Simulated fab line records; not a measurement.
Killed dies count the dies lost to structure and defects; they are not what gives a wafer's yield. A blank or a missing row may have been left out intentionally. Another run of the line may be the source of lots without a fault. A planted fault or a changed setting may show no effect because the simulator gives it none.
A struck lot beside a sound one + flow berkeley-cmos170 + 31 steps out of a route of 331
Sound: wafers L549.4, L549.5, L549.6. Wafers struck: L558.3, L558.4, L558.6. At the end, the cause is stated.
At each step with rows: each side's tool, then ch and its chambers, then its first start. Under that, the readings that differ: sound wafers + struck wafers + difference of the means + sigmas: that difference in standard deviations of wafers without a fault.
alike: same words and numbers on both sides, and readings whose means sit less than 2 such deviations apart. not compared: any withheld reading, any reading some wafer has no value for, any bound like >300 that may hide the same value, and any number with overlapping values for which the record gives no deviation.
The two part at a step that has a row with sigmas, a row that says differs or no value, or rows on one side only. Non-overlapping numbers with no deviation appear without sigmas and do not part them. A reading that every wafer of one side lacks parts them only if that side has two wafers or more.

first, 1 step without rows for these wafers: UCB170_SDANNEAL_RTA_01 (time 5.165 s).
UCB170_SDANNEAL_RS_MEAS_02: measurement is done with a four-point probe.
  sound: film-metro-01 at day 7 07:11; struck: film-metro-04 at day 9 08:35
  alike: PSD_RS
UCB170_SDANNEAL_RS_MEAS_03: measurement is done with a four-point probe.
  sound: film-metro-01 at day 7 07:18; struck: film-metro-04 at day 9 08:43
  alike: NSD_RS
UCB170_SDANNEAL_RS_MEAS_04: measurement is done with a four-point probe.
  sound: film-metro-01 at day 7 07:25; struck: film-metro-04 at day 9 08:50
  alike: PLDD_RS
UCB170_SDANNEAL_RS_MEAS_05: measurement is done with a four-point probe.
  sound: film-metro-01 at day 7 07:32; struck: film-metro-04 at day 9 08:57
  alike: NLDD_RS
then, 1 step without rows for these wafers: UCB170_SILICIDE_PRE_CLEAN_00 (preclean etch time 60 s).
UCB170_SILICIDE_SPUTTER_01: material Ti, target thk 30 nm, time 25 s.
  sound: pvd-sputter-03 at day 7 07:40; struck: pvd-sputter-02 at day 9 09:06
  alike: throttle-valve-pct
UCB170_SILICIDE_RS_MEAS_02: measurement is done with a four-point probe.
  sound: film-metro-03 at day 7 07:46; struck: film-metro-04 at day 9 09:10
  alike: SILICIDE_TI_RS
UCB170_SILICIDE_THK_MEAS_03: measures by xrf.
  sound: film-metro-03 at day 7 07:51; struck: film-metro-04 at day 9 09:16
  alike: SILICIDE_TI_THK
UCB170_SILICIDE_RTA_04: time 15 s.
  sound on rtp-anneal-01 ch 0, day 7 07:55; struck on rtp-anneal-02 ch 0, day 9 09:20
| reading            | sound          | struck         | difference | sigmas |
|--------------------|----------------|----------------|------------|--------|
| lamp-power-pct (%) | 10.5 10.4 10.5 | 11.7 11.7 11.7 | +1.2       | +2     |
  alike: wafer_temp_C_max
then, 2 steps without rows for these wafers: UCB170_SILICIDE_WET_ETCH_05 (etches Ti in SPM, time 45 s); UCB170_CONTACT_CLEAN_00 (cleans in SPM, time 600 s).
UCB170_CONTACT_CVD_01: deposits PSG from SiH4/O2/PH3, target thk 700 nm, time 2820 s.
  sound on lpcvd-02 ch 0, day 7 08:09; struck on lpcvd-02 ch 1, day 9 09:36
| reading                                 | sound                | struck               | difference | sigmas |
|-----------------------------------------|----------------------|----------------------|------------|--------|
| susceptor-temp-C (C)                    | 450.45 450.41 450.34 | 450.12 449.98 449.57 | -0.51      | -2     |
| model.PSG_of_CONTACT_CVD_01.thk-nm (nm) | 697.5 697.6 697.4    | 873.9 873.2 878.2    | +177.6     |        |
UCB170_CONTACT_THK_MEAS_02:
  sound: film-metro-04 at day 7 09:58; struck: film-metro-01 at day 9 11:24
| reading              | sound       | struck      | difference | sigmas |
|----------------------|-------------|-------------|------------|--------|
| CONTACT_PSG_THK (nm) | 697 697 698 | 873 874 878 | +178       | +31    |
then, 3 steps without rows for these wafers: UCB170_CONTACT_HMDS_03 (prime time 60 s); UCB170_CONTACT_COAT_04 (resist thk 900 nm); UCB170_CONTACT_SOFTBAKE_05 (time 60 s).
UCB170_CONTACT_STRIP_06: strips in O2.
  sound on plasma-asher-04 ch 0,1, day 7 10:29; struck on plasma-asher-03 ch 0,1, day 9 12:10
  alike: drypump-motor-current-A, oes-product-au, strip-time-to-endpoint-s
  not compared: rf-hours-counter-h
then, 8 steps without rows for these wafers: UCB170_CONTACT_CLEAN_07 (cleans in SPM, time 600 s); UCB170_CONTACT_RTA_08 (time 10 s); UCB170_CONTACT_COAT_09; UCB170_CONTACT_COAT_10 (resist thk 900 nm); UCB170_CONTACT_SOFTBAKE_11 (time 60 s); UCB170_CONTACT_EXPOSE_12 (exposes mask CONT, target cd 700 nm); UCB170_CONTACT_PEB_13; UCB170_CONTACT_DEVELOP_14 (develop time 45 s).
UCB170_CONTACT_CD_MEAS_15 targets a cd of 700 nm.
  sound: cd-sem-02 at day 7 11:49; struck: cd-sem-01 at day 9 13:58
| reading    | sound             | struck            | difference | sigmas |
|------------|-------------------|-------------------|------------|--------|
| cd-nm (nm) | 696.9 696.7 697.5 | 699.3 699.8 700.4 | +2.8       | +2     |
UCB170_CONTACT_OVL_MEAS_16:
  sound: overlay-02 at day 7 11:53; struck: overlay-01 at day 9 14:04
  alike: CONTACT_OVL
UCB170_CONTACT_ETCH_17: etches BARC in N2/H2.
  sound on rie-diel-04 ch 1,2,3, day 7 11:55; struck on rie-diel-04 ch 0,2,3, day 9 14:05
  alike: drypump-motor-current-A, h2-flow-sccm, oes-product-au, throttle-valve-pct
UCB170_CONTACT_ETCH_18: etches PSG in CHF3/CF4/Ar, stops on TiSi2, target depth 840 nm, time 195 s.
  sound: rie-diel-04 ch 1,2,3; struck: rie-diel-04 ch 0,2,3
| reading                             | sound             | struck            | difference | sigmas |
|-------------------------------------|-------------------|-------------------|------------|--------|
| oes-product-au (a.u.)               | 0.889 0.879 0.921 | 0.980 0.999 0.993 | +0.094     | +8     |
| model.etch.depth-nm (nm)            | 697.5 697.6 697.4 | 846.8 856.8 855.2 | +155.4     |        |
| model.CONTACT.feature-depth-nm (nm) | 697.5 697.6 697.4 | 846.8 856.8 855.2 | +155.4     |        |
  alike: drypump-motor-current-A, throttle-valve-pct
  not compared: rf-hours-counter-h
UCB170_CONTACT_STRIP_19: strips in O2.
  sound on plasma-asher-01 ch 0,1, day 7 12:07; struck on plasma-asher-03 ch 0,1, day 9 14:17
  alike: drypump-motor-current-A, oes-product-au
  not compared: rf-hours-counter-h

WHERE THEY PART
Earliest at UCB170_SILICIDE_RTA_04; latest, in this record, at UCB170_CONTACT_ETCH_18. Later steps at which nothing parts them and some readings are alike: UCB170_CONTACT_STRIP_19.

WHY: what the simulator had put in
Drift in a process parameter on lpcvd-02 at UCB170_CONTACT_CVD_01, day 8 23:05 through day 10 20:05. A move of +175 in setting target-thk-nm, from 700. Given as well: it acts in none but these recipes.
